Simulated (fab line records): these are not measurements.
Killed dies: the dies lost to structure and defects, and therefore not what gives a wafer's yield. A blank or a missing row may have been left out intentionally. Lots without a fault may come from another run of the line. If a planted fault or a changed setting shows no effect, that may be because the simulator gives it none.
Comparing a struck lot with a sound one :: flow berkeley-cmos170 :: 17 steps out of a route of 331
Sound: the wafers L772.3, L772.4, L772.5. Wafers L768.2, L768.3, L768.4 were the ones struck. The cause is given at the end.
Each step with rows lists, per side, the tool, then ch with its chambers, then its first start. Under that, the readings that differ: sound wafers :: struck wafers :: difference of the means :: sigmas: that difference in standard deviations of wafers without a fault.
alike: readings with means less than 2 such deviations apart, plus words and numbers identical on both sides. not compared: withheld readings, readings lacking a value on some wafer, bounds such as >300 that could conceal the same value, and numbers that have no deviation in the record and whose values overlap.
Wherever a step has rows on one side only, a row that says differs or no value, or a row with sigmas, the two part there. When numbers do not overlap yet have no deviation, they are printed without sigmas and do not part them. Lack of a reading on every wafer of one side parts them only where that side has two or more wafers.

UCB170_NWELL_THK_MEAS_02:
  sound on film-metro-04 at day 6 03:42; struck on film-metro-01 at day 5 02:47
reading: NWELL_OXIDE_THK (nm)
sound: 26.8 26.6 26.6
struck: 25.5 25.6 25.7
difference: -1.1
sigmas: -2
then, 2 steps without rows for these wafers: UCB170_NWELL_ANNEAL_03 (time 900 s); UCB170_NWELL_CVD_04 (deposits Si3N4 from SiH2Cl2/NH3, target thk 224 nm, time 3360 s).
UCB170_NWELL_THK_MEAS_05:
  sound on film-metro-03 at day 6 13:30; struck on film-metro-03 at day 5 10:13
  alike: NWELL_NITRIDE_THK
then, 6 steps without rows for these wafers: UCB170_NWELL_HMDS_06 (prime time 60 s); UCB170_NWELL_COAT_07 (resist thk 900 nm); UCB170_NWELL_SOFTBAKE_08 (time 60 s); UCB170_NWELL_EXPOSE_09 (exposes mask NWELL, target cd 3000 nm); UCB170_NWELL_PEB_10; UCB170_NWELL_DEVELOP_11 (develop time 45 s).
UCB170_NWELL_OVL_MEAS_12:
  sound on overlay-02 at day 6 14:46; struck on overlay-02 at day 5 11:46
  alike: NWELL_OVL
UCB170_NWELL_ETCH_13: etches Si3N4 in CH3F/Ar/O2, stops on SiO2, target depth 246.4 nm, time 154 s.
  sound on rie-diel-02 ch 1,2,3, day 6 14:47; struck on rie-diel-01 ch 0,1,2, day 5 11:48
  alike: drypump-motor-current-A, oes-product-au, throttle-valve-pct
  not compared: rf-hours-counter-h
UCB170_NWELL_IMPLANT_14:
  sound on implanter-04 ch 0, day 6 14:56; struck on implanter-02 ch 0, day 5 12:14
UCB170_NWELL_STRIP_15: strips in O2.
  sound on plasma-asher-02 ch 0,1, day 6 15:04; struck on plasma-asher-02 ch 0,1, day 5 12:22
  alike: drypump-motor-current-A, oes-product-au, strip-time-to-endpoint-s
  not compared: rf-hours-counter-h
UCB170_NWELL_TW_MEAS_16:
  sound on film-metro-01 at day 6 15:10; struck on film-metro-01 at day 5 12:45
reading: NWELL_TW
sound: 1246 1245 1247
struck: 1569 1576 1561
difference: +323
sigmas: +42
then, 1 step without rows for these wafers: UCB170_NWELL_CLEAN_17 (cleans in SPM, time 600 s).
UCB170_M3_PROBE_99:
  sound wafers here have rows in the record (prober-01, day 12 23:14); struck ones have none

== WHERE THEY PART ==
At UCB170_NWELL_THK_MEAS_02 first; at UCB170_M3_PROBE_99 last (within this record only).

WHY: the cause the simulator had injected
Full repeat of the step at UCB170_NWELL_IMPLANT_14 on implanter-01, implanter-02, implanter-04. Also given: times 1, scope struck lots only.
